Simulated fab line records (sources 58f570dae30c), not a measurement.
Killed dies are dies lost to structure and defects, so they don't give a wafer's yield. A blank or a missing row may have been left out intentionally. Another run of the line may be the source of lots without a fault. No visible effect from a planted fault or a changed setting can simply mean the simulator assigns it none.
2 desks, one fault    flow berkeley cmos170    each desk holds nothing but its own numbers, with what lay behind them at the end

== TOOL OWNER'S DESK, furnace-03 ==
The tool's own readings at UCB170_SCREENOX_OXIDATION_01 (target thk 14.4 nm, ox time 2400 s): means of the sampled wafers that have a number, for each lot that ran on this tool. The brackets show how far a lot's mean lies from the usual mean; more than 4 standard deviations puts the lot out of limits, marked OUT.
Columns: A = ox temp c at UCB170_SCREENOX_OXIDATION_01, usual 900.0 C; B = ox temp c max at UCB170_SCREENOX_OXIDATION_01, usual 903.2; C = tube_center_temp_C_max at UCB170_SCREENOX_OXIDATION_01, usual 902.3
lot   first seen here  A      B      C
L864  day 5 15:32      900.7  904.7  902.4
L865  day 5 15:32      900.1  903.5  902.2
L866  day 5 15:32      900.4  904.2  902.3
L876  day 7 21:18      899.6  903.5  902.3
L877  day 7 21:18      899.8  903.8  902.1
L880  day 8 19:10      900.4  904.7  902.2
L881  day 8 19:10      899.7  904.0  902.7
Finding of this desk: none of the 7 lots has anything out of limits.

== FROM THE METROLOGY DESK ==
Lot by lot, what the gauges showed, no matter which tool ran the lot: averages of those sampled wafers that carry a number. The brackets show how far a lot's mean lies from the usual mean; more than 4 standard deviations puts the lot out of limits, marked OUT.
Columns: A = INCOMING_BOW at UCB170_START_BOW_MEAS_00, usual -1 um; B = ACTIVE_OVL at UCB170_ACTIVE_OVL_MEAS_14, usual 1 nm
lot   first seen here  A   B
L862  day 1 10:01      -5  -3
L863  day 1 15:02      2   -7
L864  day 1 20:00      -6  -1
L865  day 2 01:00      3   -0
L866  day 2 06:00      5   -3
L867  day 2 11:01      2   5
L868  day 2 16:04      -9  2
L869  day 2 21:00      -4  11
L876  day 4 08:02      0   -5
L877  day 4 13:01      -3  -4
L878  day 4 18:01      0   -8
L879  day 4 23:01      3   3
L880  day 5 04:00      1   -3
L881  day 5 09:02      1   -1
L882  day 5 14:00      -2  -7
Finding of this desk: none of the 15 lots has anything out of limits.

== TAKEN TOGETHER ==
The tool owner's desk saw nothing out of limits.
From the metrology desk's view, nothing was out of limits.

== WHAT THE SIMULATOR HAD INSERTED ==
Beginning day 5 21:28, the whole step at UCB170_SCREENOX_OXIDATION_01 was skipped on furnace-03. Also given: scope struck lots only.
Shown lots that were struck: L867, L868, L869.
